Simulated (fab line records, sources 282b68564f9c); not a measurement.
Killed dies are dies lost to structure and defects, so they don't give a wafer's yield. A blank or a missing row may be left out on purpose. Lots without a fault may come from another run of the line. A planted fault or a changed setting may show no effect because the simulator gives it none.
fab line records | flow rit_cmos
record lots=6 wafers=18 last_day=7
route steps=202 shown SDANNEAL@153 PSD@157 NSD@158 PLDD@159 NLDD@160 SILICIDE@161 CONTACT@168 M1@184
lots that met no fault: from a run of the same line without faults
start_h: hours from the record's first day to the start of the lot's first wafer shown | wait_h: hours since the lot's step before | " the same as in the row above | L1.1+2: a row that stands for several wafers | - no value, or no start given | * or withheld: withheld | < > ~ a bound
route shown NAME@n: a module of which the file shows steps, and the number in the route of the first | usual: mean/standard deviation of fault-free wafers | same: alike in all rows | chamber/n: place in a boat | sites: the reading at each site | _std_site: their standard deviation | _edge_site: outer sites' mean less inner sites' | radius_mm: how far each site lies from the wafer's centre | mask NAME#n: copy n | behind: the tool/chamber that last shaped the wafer | hold: why the lot was held/for how many hours/how that ended | device: the transistor (n, p or np) that didn't switch | end of line: the same wafers' tests at the end of the route | a step without rows: its recipe alone | killed: dies lost to structure and defects at the first sort, not the wafer's yield | map: a wafer's dies, x killed, . not, _ none there
set.NAME: the setting as run; set.NAME@STEP: as run at that earlier step | model.NAME: the simulator's own value behind a step, which no gauge read
lots at some steps of the route; a table a step, a row a wafer
services: from which hour (start_h, from the record's first day; less than 0 if before it) a tool's chamber was out of use, for how many hours, and why
## steps
# step RIT_SDANNEAL_CLEAN_00
# recipe chemistry=SC1 mix=3:3:50 time_s=600 temp_c=75
# step RIT_SDANNEAL_CLEAN_01
# recipe chemistry=dHF dilution=50:1 time_s=30
# step RIT_SDANNEAL_CLEAN_02
# recipe chemistry=SC2 mix=3:3:50 time_s=600 temp_c=75 dry=n2_spin
# step RIT_SDANNEAL_RTA_03
# recipe temp_c=1050 time_s=5 idle_temp_c=600 ramp_up_c_per_s=342 ramp_down_c_per_s=171 cool_to_c=600 ambient=N2
# usual wafer_temp_C_max=1053.6/1.1
# columns lot.wafer tool chamber start_h wait_h wafer_temp_C_max
L360.1 rtp_anneal-02 0 50.48 0.0 1054.0
L360.5 " 0 " " 1052.8
L360.6 " 0 " " 1055.1
L366.2 rtp_anneal-02 0 79.74 0.0 1052.7
L366.5 " 0 " " 1054.9
L366.6 " 0 " " 1053.5
L368.3 rtp_anneal-02 0 90.51 0.0 1052.0
L368.4 " 0 " " 1053.2
L368.6 " 0 " " 1051.9
L370.2 rtp_anneal-02 0 102.10 0.0 1051.6
L370.4 " 0 " " 1054.0
L370.5 " 0 " " 1054.3
L377.3 rtp_anneal-01 0 136.46 0.0 1054.0
L377.4 " 0 " " 1055.0
L377.5 " 0 " " 1054.8
L382.1 rtp_anneal-02 0 159.45 0.0 1054.6
L382.3 " 0 " " 1052.5
L382.4 " 0 " " 1054.1
# step RIT_SDANNEAL_RS_MEAS_04
# recipe thk_meas_gauge=four-point-probe
# usual PSD_RS=116.0/0.3
# columns lot.wafer tool chamber start_h wait_h PSD_RS[ohm/sq]
L360.1 film_metro-04 - 50.54 0.0 115.5
L360.5 " - " " 115.4
L360.6 " - " " 115.8
L366.2 film_metro-03 - 79.81 0.1 115.8
L366.5 " - " " 115.9
L366.6 " - " " 115.9
L368.3 film_metro-04 - 90.59 0.1 115.7
L368.4 " - " " 115.9
L368.6 " - " " 115.9
L370.2 film_metro-04 - 102.17 0.1 116.4
L370.4 " - " " 116.2
L370.5 " - " " 116.0
L377.3 film_metro-03 - 136.54 0.1 115.4
L377.4 " - " " 115.7
L377.5 " - " " 115.7
L382.1 film_metro-02 - 159.50 0.0 115.9
L382.3 " - " " 116.0
L382.4 " - " " 116.8
# step RIT_SDANNEAL_RS_MEAS_05
# recipe thk_meas_gauge=four-point-probe
# usual NSD_RS=84.6/0.33
# columns lot.wafer tool chamber start_h wait_h NSD_RS[ohm/sq]
L360.1 film_metro-04 - 50.66 0.1 84.7
L360.5 " - " " 84.8
L360.6 " - " " 85.0
L366.2 film_metro-03 - 79.93 0.1 85.2
L366.5 " - " " 84.9
L366.6 " - " " 84.9
L368.3 film_metro-04 - 90.71 0.1 84.1
L368.4 " - " " 84.0
L368.6 " - " " 84.3
L370.2 film_metro-04 - 102.29 0.1 84.3
L370.4 " - " " 84.3
L370.5 " - " " 84.5
L377.3 film_metro-03 - 136.66 0.1 84.6
L377.4 " - " " 84.8
L377.5 " - " " 84.8
L382.1 film_metro-02 - 159.62 0.1 84.6
L382.3 " - " " 84.6
L382.4 " - " " 84.6
# step RIT_SDANNEAL_RS_MEAS_06
# recipe thk_meas_gauge=four-point-probe
# usual PLDD_RS=178.6/0.48
# columns lot.wafer tool chamber start_h wait_h PLDD_RS[ohm/sq]
L360.1 film_metro-04 - 50.78 0.1 177.9
L360.5 " - " " 178.3
L360.6 " - " " 178.4
L366.2 film_metro-03 - 80.05 0.1 178.8
L366.5 " - " " 179.0
L366.6 " - " " 178.7
L368.3 film_metro-04 - 90.83 0.1 178.5
L368.4 " - " " 179.0
L368.6 " - " " 179.1
L370.2 film_metro-04 - 102.41 0.1 178.0
L370.4 " - " " 177.9
L370.5 " - " " 177.7
L377.3 film_metro-03 - 136.78 0.1 179.4
L377.4 " - " " 178.9
L377.5 " - " " 178.9
L382.1 film_metro-02 - 159.74 0.1 179.2
L382.3 " - " " 179.0
L382.4 " - " " 179.8
# step RIT_SDANNEAL_RS_MEAS_07
# recipe thk_meas_gauge=four-point-probe
# usual NLDD_RS=151.7/0.57
# columns lot.wafer tool chamber start_h wait_h NLDD_RS[ohm/sq]
L360.1 film_metro-04 - 50.90 0.1 151.9
L360.5 " - " " 151.8
L360.6 " - " " 151.2
L366.2 film_metro-03 - 80.17 0.1 152.5
L366.5 " - " " 152.2
L366.6 " - " " 152.3
L368.3 film_metro-04 - 90.95 0.1 151.6
L368.4 " - " " 151.7
L368.6 " - " " 151.8
L370.2 film_metro-04 - 102.53 0.1 151.6
L370.4 " - " " 151.6
L370.5 " - " " 152.1
L377.3 film_metro-03 - 136.90 0.1 151.8
L377.4 " - " " 151.4
L377.5 " - " " 151.5
L382.1 film_metro-02 - 159.86 0.1 151.9
L382.3 " - " " 152.1
L382.4 " - " " 151.7
# step RIT_SILICIDE_WET_ETCH_00
# recipe chemistry=BOE target=SiO2 target_depth_nm=14 time_s=15 dry=n2_spin dilution=10:1 temp_c=21.5
# step RIT_SILICIDE_SPUTTER_01
# recipe material=Ti target_thk_nm=30 power_w=350 chamber_pressure_pa=0.667 gas=Ar time_s=240 substrate_temp_c=25
# step RIT_SILICIDE_RS_MEAS_02
# recipe thk_meas_gauge=four-point-probe reads=Ti_of_SILICIDE_SPUTTER_01
# usual SILICIDE_TI_RS=48.5/0.42
# columns lot.wafer tool chamber start_h wait_h SILICIDE_TI_RS[ohm/sq]
L360.1 film_metro-01 - 51.18 0.1 47.7
L360.5 " - " " 47.9
L360.6 " - " " 48.2
L366.2 film_metro-03 - 80.60 0.2 48.2
L366.5 " - " " 48.8
L366.6 " - " " 48.7
L368.3 film_metro-03 - 91.24 0.1 48.9
L368.4 " - " " 48.7
L368.6 " - " " 48.4
L370.2 film_metro-03 - 102.81 0.1 49.0
L370.4 " - " " 48.8
L370.5 " - " " 49.0
L377.3 film_metro-04 - 137.19 0.1 47.8
L377.4 " - " " 48.3
L377.5 " - " " 47.8
L382.1 film_metro-01 - 160.15 0.1 47.7
L382.3 " - " " 48.0
L382.4 " - " " 48.8
# step RIT_SILICIDE_THK_MEAS_03
# recipe thk_meas_gauge=xrf reads=Ti_of_SILICIDE_SPUTTER_01
# usual SILICIDE_TI_THK=29.50/0.29
# columns lot.wafer tool chamber start_h wait_h SILICIDE_TI_THK[nm]
L360.1 film_metro-01 - 51.30 0.1 30.07
L360.5 " - " " 29.86
L360.6 " - " " 29.79
L366.2 film_metro-03 - 80.71 0.1 29.53
L366.5 " - " " 29.01
L366.6 " - " " 29.24
L368.3 film_metro-03 - 91.34 0.1 29.07
L368.4 " - " " 29.14
L368.6 " - " " 29.25
L370.2 film_metro-03 - 102.92 0.1 29.00
L370.4 " - " " 29.25
L370.5 " - " " 29.09
L377.3 film_metro-04 - 137.29 0.1 29.97
L377.4 " - " " 29.80
L377.5 " - " " 30.02
L382.1 film_metro-01 - 160.27 0.1 29.97
L382.3 " - " " 29.85
L382.4 " - " " 29.54
# step RIT_SILICIDE_RTA_04
# recipe temp_c=650 time_s=10 idle_temp_c=25 ramp_up_s=5 ramp_down_s=5 cool_to_c=25 ambient=N2
# usual wafer_temp_C_max=653.4/0.85
# columns lot.wafer tool chamber start_h wait_h wafer_temp_C_max
L360.1 rtp_anneal-01 0 51.36 0.1 655.3
L360.5 " 0 " " 653.3
L360.6 " 0 " " 655.0
L366.2 rtp_anneal-01 0 80.77 0.1 653.3
L366.5 " 0 " " 653.1
L366.6 " 0 " " 654.7
L368.3 rtp_anneal-01 0 91.40 0.1 654.4
L368.4 " 0 " " 654.7
L368.6 " 0 " " 653.4
L370.2 rtp_anneal-01 0 102.98 0.1 654.5
L370.4 " 0 " " 653.5
L370.5 " 0 " " 653.0
L377.3 rtp_anneal-02 0 137.35 0.1 653.5
L377.4 " 0 " " 652.9
L377.5 " 0 " " 653.2
L382.1 rtp_anneal-01 0 160.33 0.1 654.9
L382.3 " 0 " " 653.6
L382.4 " 0 " " 654.9
# step RIT_SILICIDE_WET_ETCH_05
# recipe chemistry=SPM target=Ti temp_c=90 time_s=120 dry=n2_spin
# step RIT_SILICIDE_RTA_06
# recipe temp_c=750 time_s=10 idle_temp_c=25 ramp_up_s=5 ramp_down_s=10 cool_to_c=25 ambient=N2
# usual wafer_temp_C_max=754.0/0.88
# columns lot.wafer tool chamber start_h wait_h wafer_temp_C_max
L360.1 rtp_anneal-02 0 51.47 0.0 752.6
L360.5 " 0 " " 753.1
L360.6 " 0 " " 752.7
L366.2 rtp_anneal-02 0 80.88 0.0 753.9
L366.5 " 0 " " 754.1
L366.6 " 0 " " 753.5
L368.3 rtp_anneal-02 0 91.51 0.0 753.5
L368.4 " 0 " " 754.6
L368.6 " 0 " " 754.1
L370.2 rtp_anneal-02 0 103.09 0.0 753.1
L370.4 " 0 " " 752.7
L370.5 " 0 " " 753.4
L377.3 rtp_anneal-01 0 137.46 0.0 755.5
L377.4 " 0 " " 755.2
L377.5 " 0 " " 754.9
L382.1 rtp_anneal-02 0 160.43 0.0 753.5
L382.3 " 0 " " 754.2
L382.4 " 0 " " 752.9
# step RIT_CONTACT_CVD_00
# recipe material=SiO2 target_thk_nm=400 precursor=TEOS temp_c=390 time_s=61 rf_w=411.4
# usual heater_power_w=320/46
# columns lot.wafer tool chamber start_h wait_h heater_power_w
L360.1 pecvd-04 1 51.54 0.1 413
L360.5 " 2 " " 305
L360.6 " 1 " " 421
L366.2 pecvd-04 0 80.94 0.0 310
L366.5 " 2 " " 331
L366.6 " 0 " " 344
L368.3 pecvd-01 2 91.58 0.1 294
L368.4 " 0 " " 366
L368.6 " 0 " " 374
L370.2 pecvd-03 1 103.14 0.0 218
L370.4 " 1 " " 233
L370.5 " 0 " " 290
L377.3 pecvd-01 0 137.53 0.1 383
L377.4 " 2 " " 265
L377.5 " 2 " " 276
L382.1 pecvd-03 2 160.50 0.1 349
L382.3 " 1 " " 264
L382.4 " 2 " " 265
# step RIT_CONTACT_THK_MEAS_01
# recipe reads=SiO2_of_CONTACT_CVD_00
# usual CONTACT_TEOS_THK=403/5.2
# columns lot.wafer tool chamber start_h wait_h CONTACT_TEOS_THK[nm]
L360.1 film_metro-02 - 51.59 0.0 399
L360.5 " - " " 402
L360.6 " - " " 404
L366.2 film_metro-02 - 81.02 0.1 399
L366.5 " - " " 401
L366.6 " - " " 404
L368.3 film_metro-02 - 91.65 0.0 407
L368.4 " - " " 406
L368.6 " - " " 413
L370.2 film_metro-02 - 103.20 0.0 403
L370.4 " - " " 407
L370.5 " - " " 410
L377.3 film_metro-01 - 137.60 0.0 412
L377.4 " - " " 405
L377.5 " - " " 408
L382.1 film_metro-03 - 160.55 0.0 405
L382.3 " - " " 401
L382.4 " - " " 407
# step RIT_CONTACT_HMDS_02
# recipe prime_time_s=60 prime_temp_c=140
# step RIT_CONTACT_COAT_03
# recipe resist=NOVOLAK spin_rpm=3250 resist_thk_nm=1000
# step RIT_CONTACT_SOFTBAKE_04
# recipe resist=NOVOLAK temp_c=90 time_s=60
# step RIT_CONTACT_EXPOSE_05
# recipe mask_id=M11 na=0.6 source_shape=conventional sigma_outer=0.5 target_cd_nm=1000 dose_mj=250
# step RIT_CONTACT_PEB_06
# recipe resist=NOVOLAK temp_c=withheld time_s=withheld
# step RIT_CONTACT_DEVELOP_07
# recipe resist=NOVOLAK develop_time_s=120 dev_temp_c=23
# step RIT_CONTACT_CD_MEAS_08
# recipe target_cd_nm=1000
# usual cd_nm=999.9/2.2
# columns lot.wafer tool chamber start_h wait_h cd_nm
L360.1 cd_sem-02 - 52.62 - 1000.3
L360.5 " - " " 999.4
L360.6 " - " " 998.5
L366.2 cd_sem-02 - 82.19 - 1002.5
L366.5 " - " " 1003.8
L366.6 " - " " 1003.2
L368.3 cd_sem-01 - 92.85 - 999.8
L368.4 " - " " 999.9
L368.6 " - " " 1000.8
L370.2 cd_sem-02 - 104.30 - 1000.3
L370.4 " - " " 1001.7
L370.5 " - " " 1002.8
L377.3 cd_sem-01 - 138.64 - 1000.3
L377.4 " - " " 1000.3
L377.5 " - " " 1002.5
L382.1 cd_sem-01 - 161.58 - 1002.5
L382.3 " - " " 1000.9
L382.4 " - " " 1001.2
# step RIT_CONTACT_OVL_MEAS_09
# usual CONTACT_OVL=0.6/1.4
# columns lot.wafer tool chamber start_h wait_h CONTACT_OVL[nm]
L360.1 overlay-02 - 52.74 0.1 0.1
L360.5 " - " " 1.8
L360.6 " - " " 1.1
L366.2 overlay-01 - 82.29 0.1 -0.7
L366.5 " - " " -1.0
L366.6 " - " " 0.4
L368.3 overlay-01 - 92.94 0.1 1.2
L368.4 " - " " -0.1
L368.6 " - " " -0.2
L370.2 overlay-02 - 104.40 0.1 0.8
L370.4 " - " " 0.6
L370.5 " - " " 0.2
L377.3 overlay-02 - 138.73 0.1 -2.2
L377.4 " - " " -2.9
L377.5 " - " " -3.4
L382.1 overlay-01 - 161.70 0.1 4.3
L382.3 " - " " 3.4
L382.4 " - " " 4.6
# step RIT_CONTACT_HARDBAKE_10
# recipe resist=NOVOLAK temp_c=140 time_s=60
# step RIT_CONTACT_ETCH_11
# recipe target_depth_a=4800 over_etch_frac=0.2194 stop_on=TiSi2 chemistry=CHF3/CF4/Ar target=SiO2 CHF3_flow_sccm=50 cf4_flow_sccm=10 Ar_flow_sccm=100 O2_flow_sccm=5 pressure_mtorr=100 rf_w=200 time_s=320
# usual drypump_motor_current_A=5.8/0.54 mfc_ar_sccm=100.02/0.28 oes_product_au=0.989/0.012 throttle_valve_pct=8.88/0.12
# columns lot.wafer tool chamber start_h wait_h drypump_motor_current_A mfc_ar_sccm oes_product_au rf_hours_counter_h throttle_valve_pct
L360.1 rie_diel-04 0 52.92 0.1 5.3 100.38 0.999 52 8.82
L360.5 " 0 " " 5.3 100.64 0.998 - 8.81
L360.6 " 3 " " 5.3 99.57 0.985 - 9.01
L366.2 rie_diel-01 1 82.52 0.1 5.8 100.22 1.010 154 8.70
L366.5 " 3 " " 6.2 100.27 0.981 - 8.78
L366.6 " 0 " " 4.8 99.85 0.999 - 8.68
L368.3 rie_diel-04 0 93.12 0.1 5.3 99.81 0.997 53 8.81
L368.4 " 2 " " 6.3 99.74 0.982 141 8.87
L368.6 " 3 " " 5.3 100.18 0.981 - 9.01
L370.2 rie_diel-04 0 104.58 0.1 5.4 100.14 1.001 53 8.80
L370.4 " 3 " " 5.3 99.86 0.989 36 9.01
L370.5 " 1 " " 5.7 100.24 0.996 - 8.91
L377.3 rie_diel-03 2 138.91 0.1 6.6 99.99 0.976 117 9.08
L377.4 " 1 " " 6.4 99.78 0.993 86 8.78
L377.5 " 3 " " 6.1 100.33 0.977 - 8.80
L382.1 rie_diel-04 0 161.88 0.1 5.4 99.89 1.004 54 8.82
L382.3 " 3 " " 5.3 100.05 0.983 37 9.00
L382.4 " 2 " " 6.3 100.38 0.982 142 8.89
# step RIT_CONTACT_STRIP_12
# recipe chemistry=O2 time_s=180 resist=NOVOLAK platen_temp_c=withheld power_w=500 pressure_mtorr=4000 o2_flow_sccm=4000
# step RIT_CONTACT_CD_MEAS_90
# recipe target_cd_nm=1000
# usual cd_nm=1000.0/2.3
# columns lot.wafer tool chamber start_h wait_h cd_nm
L360.1 cd_sem-01 - 53.29 0.1 1000.5
L360.5 " - " " 1000.1
L360.6 " - " " 998.6
L366.2 cd_sem-02 - 82.91 0.1 1002.9
L366.5 " - " " 1004.1
L366.6 " - " " 1003.2
L368.3 cd_sem-02 - 93.53 0.1 999.9
L368.4 " - " " 1000.2
L368.6 " - " " 1000.5
L370.2 cd_sem-02 - 104.97 0.1 1000.1
L370.4 " - " " 1001.9
L370.5 " - " " 1003.3
L377.3 cd_sem-02 - 139.32 0.1 1000.5
L377.4 " - " " 1000.3
L377.5 " - " " 1002.4
L382.1 cd_sem-01 - 162.25 0.1 1002.4
L382.3 " - " " 1000.5
L382.4 " - " " 1001.6
# step RIT_CONTACT_CLEAN_13
# recipe chemistry=SC1 mix=3:3:50 time_s=600 temp_c=75
# step RIT_CONTACT_CLEAN_14
# recipe chemistry=SC2 mix=3:3:50 time_s=600 temp_c=75 dry=n2_spin
# step RIT_M1_SPUTTER_00
# recipe material=Al target_thk_nm=400 power_w=2000 chamber_pressure_pa=0.4 gas=Ar time_s=500 substrate_temp_c=25
# usual throttle_valve_pct=30.1/0.65
# columns lot.wafer tool chamber start_h wait_h throttle_valve_pct
L360.1 pvd_sputter-04 - 53.78 0.0 30.5
L360.5 " - " " 30.0
L360.6 " - " " 30.9
L366.2 pvd_sputter-04 - 83.38 0.0 30.1
L366.5 " - " " 30.1
L366.6 " - " " 31.1
L368.3 pvd_sputter-04 - 93.96 0.0 31.6
L368.4 " - " " 29.6
L368.6 " - " " 31.1
L370.2 pvd_sputter-04 - 105.46 0.0 31.2
L370.4 " - " " 30.1
L370.5 " - " " 30.0
L377.3 pvd_sputter-02 - 139.76 0.0 30.0
L377.4 " - " " 30.2
L377.5 " - " " 30.1
L382.1 pvd_sputter-04 - 162.72 0.0 30.8
L382.3 " - " " 30.9
L382.4 " - " " 29.9
# step RIT_M1_RS_MEAS_01
# recipe thk_meas_gauge=four-point-probe reads=Al_of_M1_SPUTTER_00
# usual M1_AL_RS=0.0733/0.00061
# columns lot.wafer tool chamber start_h wait_h M1_AL_RS[ohm/sq]
L360.1 film_metro-04 - 54.07 0.1 0.0730
L360.5 " - " " 0.0736
L360.6 " - " " 0.0736
L366.2 film_metro-04 - 83.69 0.2 0.0737
L366.5 " - " " 0.0735
L366.6 " - " " 0.0736
L368.3 film_metro-03 - 94.29 0.2 0.0731
L368.4 " - " " 0.0739
L368.6 " - " " 0.0736
L370.2 film_metro-03 - 105.77 0.2 0.0737
L370.4 " - " " 0.0732
L370.5 " - " " 0.0736
L377.3 film_metro-03 - 140.10 0.2 0.0724
L377.4 " - " " 0.0725
L377.5 " - " " 0.0726
L382.1 film_metro-03 - 163.02 0.1 0.0743
L382.3 " - " " 0.0735
L382.4 " - " " 0.0742
# step RIT_M1_THK_MEAS_02
# recipe thk_meas_gauge=xrf reads=Al_of_M1_SPUTTER_00
# usual M1_AL_THK=397/4
# columns lot.wafer tool chamber start_h wait_h M1_AL_THK[nm]
L360.1 film_metro-04 - 54.19 0.1 397
L360.5 " - " " 394
L360.6 " - " " 395
L366.2 film_metro-04 - 83.80 0.1 395
L366.5 " - " " 395
L366.6 " - " " 396
L368.3 film_metro-03 - 94.39 0.1 393
L368.4 " - " " 391
L368.6 " - " " 392
L370.2 film_metro-03 - 105.88 0.1 392
L370.4 " - " " 394
L370.5 " - " " 393
L377.3 film_metro-03 - 140.20 0.1 398
L377.4 " - " " 395
L377.5 " - " " 398
L382.1 film_metro-03 - 163.14 0.1 390
L382.3 " - " " 394
L382.4 " - " " 390
# step RIT_M1_HMDS_03
# recipe prime_time_s=60 prime_temp_c=140
# step RIT_M1_COAT_04
# recipe resist=NOVOLAK spin_rpm=2000 resist_thk_nm=1300
# step RIT_M1_SOFTBAKE_05
# recipe resist=NOVOLAK temp_c=90 time_s=60
# step RIT_M1_EXPOSE_06
# recipe mask_id=M12 na=0.6 source_shape=conventional sigma_outer=0.5 target_cd_nm=2600 dose_mj=250
# step RIT_M1_PEB_07
# recipe resist=NOVOLAK temp_c=withheld time_s=withheld
# step RIT_M1_DEVELOP_08
# recipe resist=NOVOLAK develop_time_s=68.94 dev_temp_c=23
# step RIT_M1_CD_MEAS_09
# recipe target_cd_nm=2600
# usual cd_nm=2600.4/2.4
# columns lot.wafer tool chamber start_h wait_h cd_nm
L360.1 cd_sem-02 - 55.26 - 2601.8
L360.5 " - " " 2600.3
L360.6 " - " " 2602.9
L366.2 cd_sem-01 - 84.88 - 2599.5
L366.5 " - " " 2599.7
L366.6 " - " " 2598.7
L368.3 cd_sem-01 - 95.48 - 2594.5
L368.4 " - " " 2598.3
L368.6 " - " " 2596.4
L370.2 cd_sem-01 - 106.96 - 2601.6
L370.4 " - " " 2600.2
L370.5 " - " " 2601.5
L377.3 cd_sem-01 - 141.28 - 2601.2
L377.4 " - " " 2601.9
L377.5 " - " " 2604.1
L382.1 cd_sem-01 - 164.08 - 2596.2
L382.3 " - " " 2597.6
L382.4 " - " " 2598.0
# step RIT_M1_OVL_MEAS_10
# usual M1_OVL=0.1/1.6
# columns lot.wafer tool chamber start_h wait_h M1_OVL[nm]
L360.1 overlay-02 - 55.38 0.1 1.3
L360.5 " - " " -1.7
L360.6 " - " " 0.5
L366.2 overlay-02 - 84.98 0.1 0.0
L366.5 " - " " -2.9
L366.6 " - " " -1.1
L368.3 overlay-02 - 95.57 0.1 0.6
L368.4 " - " " 0.9
L368.6 " - " " 0.0
L370.2 overlay-02 - 107.06 0.1 -0.8
L370.4 " - " " -1.0
L370.5 " - " " -0.5
L377.3 overlay-02 - 141.38 0.1 -2.4
L377.4 " - " " -2.6
L377.5 " - " " -2.6
L382.1 overlay-02 - 164.20 0.1 0.7
L382.3 " - " " -2.0
L382.4 " - " " -0.6
# step RIT_M1_PROBE_99
# usual killed_at_contacts=0.1/0.24 killed_at_front_end=7/3.1 killed_dies=7/3.1 killed_open=3.6/2.1 killed_short=3.2/2
# same gross_dies=264 killed_at_M0_to_M3=0 killed_at_M4_up=0 killed_at_back_side=0 killed_at_other=0
# columns lot.wafer tool chamber start_h wait_h killed_at_contacts killed_at_front_end killed_dies killed_open killed_short model.etest.npoly_line.line_ohm_um model.etest.ppoly_line.line_ohm_um model.etest.contact_nplus.end_ohm_um model.etest.contact_pplus.end_ohm_um model.etest.ppoly_line.width_nm model.etest.npoly_line.width_nm model.etest.npoly_line.rs_ohm_sq model.etest.ppoly_line.rs_ohm_sq
L360.1 prober-02 - 57.93 0.1 0 4 4 2 2 168 160.5 41.88 44.36 102.5 101.4 16.97 16.42
L360.5 prober-02 - 58.13 0.2 0 5 5 4 1 168.6 164.1 41.5 44.3 100.9 101.1 17.02 16.52
L360.6 prober-02 - 58.18 0.2 0 8 8 3 5 165.8 158.6 42.86 44.39 104 103.2 17.1 16.54
L366.2 prober-02 - 87.56 0.1 0 6 6 2 4 169.8 161.5 42.27 44.56 101.4 101.5 16.86 16.6
L366.5 prober-02 - 87.71 0.2 0 7 7 2 5 176.2 167.9 42.39 44.99 99.13 98.94 17.11 16.71
L366.6 prober-02 - 87.76 0.2 0 9 9 5 4 168.5 162.6 41.43 45.13 103.7 102 17.02 16.82
L368.3 prober-02 - 98.20 0.2 0 2 2 1 1 196.9 187.8 32.5 36.36 115.3 115.3 22.82 21.73
L368.4 prober-02 - 98.25 0.2 0 0 0 0 0 194.7 183.3 33.11 35.65 116.3 116.2 22.59 21.89
L368.6 prober-02 - 98.35 0.2 0 3 3 1 2 191.1 183 32.98 35.91 118.8 117.5 22.82 21.69
L370.2 prober-02 - 110.17 0.1 1 5 6 2 4 208.7 199.5 32.31 35.21 110.5 109.3 23.18 21.94
L370.4 prober-02 - 110.27 0.2 0 7 7 5 2 210.7 198.2 33.03 35.02 110.1 108.6 23.08 22.08
L370.5 prober-02 - 110.32 0.2 0 8 8 5 3 208.7 199.7 33.59 35.07 110.6 109.6 23.12 22.09
L377.3 prober-01 - 144.39 0.2 0 8 8 4 4 162.7 155.5 41.09 43.68 105.8 104.9 16.95 16.43
L377.4 prober-01 - 144.44 0.2 0 9 9 4 5 164.6 158.9 41.61 44.66 104.4 104.6 17.11 16.48
L377.5 prober-01 - 144.49 0.2 0 3 3 2 1 161.3 156 41.37 43.93 106 105.5 16.89 16.54
L382.1 prober-02 - 167.09 0.1 0 14 14 8 6 169.8 161.8 40.8 44.17 100.8 100.1 17.03 16.44
L382.3 prober-02 - 167.19 0.2 0 11 11 4 7 170 165 40.95 43.91 99.83 99.14 16.96 16.39
L382.4 prober-02 - 167.24 0.2 1 2 3 3 0 175.9 170 39.63 42.29 98.89 98.19 17.17 16.76
# killed by level:class
L360.1 REOX:geometric_particle:short=1 SPACER:geometric_particle:open=1 SPACER:geometric_particle:short=1 SILICIDE:geometric_particle:open=1
L360.5 FOX1:geometric_particle:open=1 FOX2:geometric_particle:open=1 GATE:geometric_particle:short=1 GATE:geometric_particle:open=1 SILICIDE:geometric_particle:open=1
L360.6 FOX1:geometric_particle:short=2 GATE:geometric_particle:open=2 GATE:geometric_particle:short=1 REOX:geometric_particle:open=1 REOX:geometric_particle:short=1 SPACER:geometric_particle:short=1
L366.2 GATE:geometric_particle:short=3 FOX1:geometric_particle:open=1 SPACER:geometric_particle:short=1 SILICIDE:geometric_particle:open=1
L366.5 REOX:geometric_particle:short=2 FOX1:geometric_particle:open=1 FOX1:geometric_particle:short=1 GATE:geometric_particle:short=1 REOX:geometric_particle:open=1 SPACER:geometric_particle:short=1
L366.6 SILICIDE:geometric_particle:short=3 GATE:geometric_particle:open=2 REOX:geometric_particle:open=2 GATE:geometric_particle:short=1 SILICIDE:geometric_particle:open=1
L368.3 GATE:geometric_particle:short=1 SILICIDE:geometric_particle:open=1
L368.4
L368.6 GATE:geometric_particle:short=1 REOX:geometric_particle:short=1 SPACER:geometric_particle:open=1
L370.2 GATE:geometric_particle:short=2 SPACER:geometric_particle:short=2 GATE:geometric_particle:open=1 CONTACT:geometric_particle:open=1
L370.4 GATE:geometric_particle:open=3 FOX2:geometric_particle:short=1 SPACER:geometric_particle:open=1 SPACER:geometric_particle:short=1 SILICIDE:geometric_particle:open=1
L370.5 GATE:geometric_particle:short=2 GATE:geometric_particle:open=2 SILICIDE:geometric_particle:open=2 FOX2:geometric_particle:open=1 SILICIDE:geometric_particle:short=1
L377.3 GATE:geometric_particle:short=2 FOX2:geometric_particle:open=1 GATE:geometric_particle:open=1 REOX:geometric_particle:open=1 REOX:geometric_particle:short=1 SPACER:geometric_particle:open=1 SILICIDE:geometric_particle:short=1
L377.4 SPACER:geometric_particle:short=3 SPACER:geometric_particle:open=2 FOX1:geometric_particle:open=1 FOX2:geometric_particle:short=1 FOX2:geometric_particle:open=1 GATE:geometric_particle:short=1
L377.5 FOX1:geometric_particle:short=1 GATE:geometric_particle:open=1 SPACER:geometric_particle:open=1
L382.1 FOX1:geometric_particle:open=2 GATE:geometric_particle:short=2 REOX:geometric_particle:open=2 REOX:geometric_particle:short=2 SILICIDE:geometric_particle:open=2 FOX1:geometric_particle:short=1 FOX2:geometric_particle:open=1 GATE:geometric_particle:open=1
L382.3 GATE:geometric_particle:short=2 REOX:geometric_particle:short=2 SPACER:geometric_particle:open=2 FOX1:geometric_particle:short=1 FOX2:geometric_particle:short=1 GATE:geometric_particle:open=1 SPACER:geometric_particle:short=1 SILICIDE:geometric_particle:open=1
L382.4 GATE:geometric_particle:open=1 SILICIDE:geometric_particle:open=1 CONTACT:geometric_particle:open=1
## services
# columns tool chamber start_h hours kind
pecvd-04 - 26.60 5.8 repair
rie_diel-04 1 28.25 9.1 repair
rie_diel-04 3 29.67 4.2 repair
pvd_sputter-04 - 35.81 5.5 repair
rie_diel-04 1 37.36 - clean
rie_diel-04 1 37.36 24.8 scheduled_down
rie_diel-04 1 37.36 24.8 vent_cycle
pvd_sputter-04 - 46.02 2.9 repair
rie_diel-03 1 50.38 4.1 repair
rie_diel-01 1 50.65 7.4 repair
pecvd-04 - 53.74 2.8 pm
pvd_sputter-02 - 60.27 3.0 repair
pecvd-03 0 63.93 22.3 repair
pecvd-04 1 71.34 29.9 repair
pecvd-03 1 78.63 3.5 repair
pecvd-01 1 91.45 5.2 repair
pecvd-04 0 104.81 3.6 repair
rie_diel-01 0 109.31 18.7 repair
rie_diel-03 3 113.34 2.7 repair
rie_diel-04 3 121.15 6.7 repair
pecvd-03 1 138.18 6.5 repair
rie_diel-01 0 140.41 2.9 repair
rie_diel-03 3 140.74 14.5 repair
pecvd-04 - 147.28 4.7 repair
## key
first_sign none at tools or gauges
model_effect step=RIT_M1_PROBE_99 value=etest.npoly_line.line_ohm_um without=161 struck=201.8
met_at RIT_SILICIDE_RTA_04
struck_wafers L368.3,L368.4,L368.6,L370.2,L370.4,L370.5
tester_left_out L368,L370
onset_between 80.77 91.40
fault kind=process_parameter_drift tool=rtp_anneal-01 chamber=- onset_h=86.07 steps=RIT_SILICIDE_RTA_04 channel=time_s offset=* shape=step end_h=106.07 acts_in=* stated=*
# tester_left_out: of these lots the tester's yield and bins aren't shown, on N5 and GAA mostly nor the transistor test; their killed dies are dies lost to structure and defects alone, not to doping, threshold or leakage, so they don't give the yield
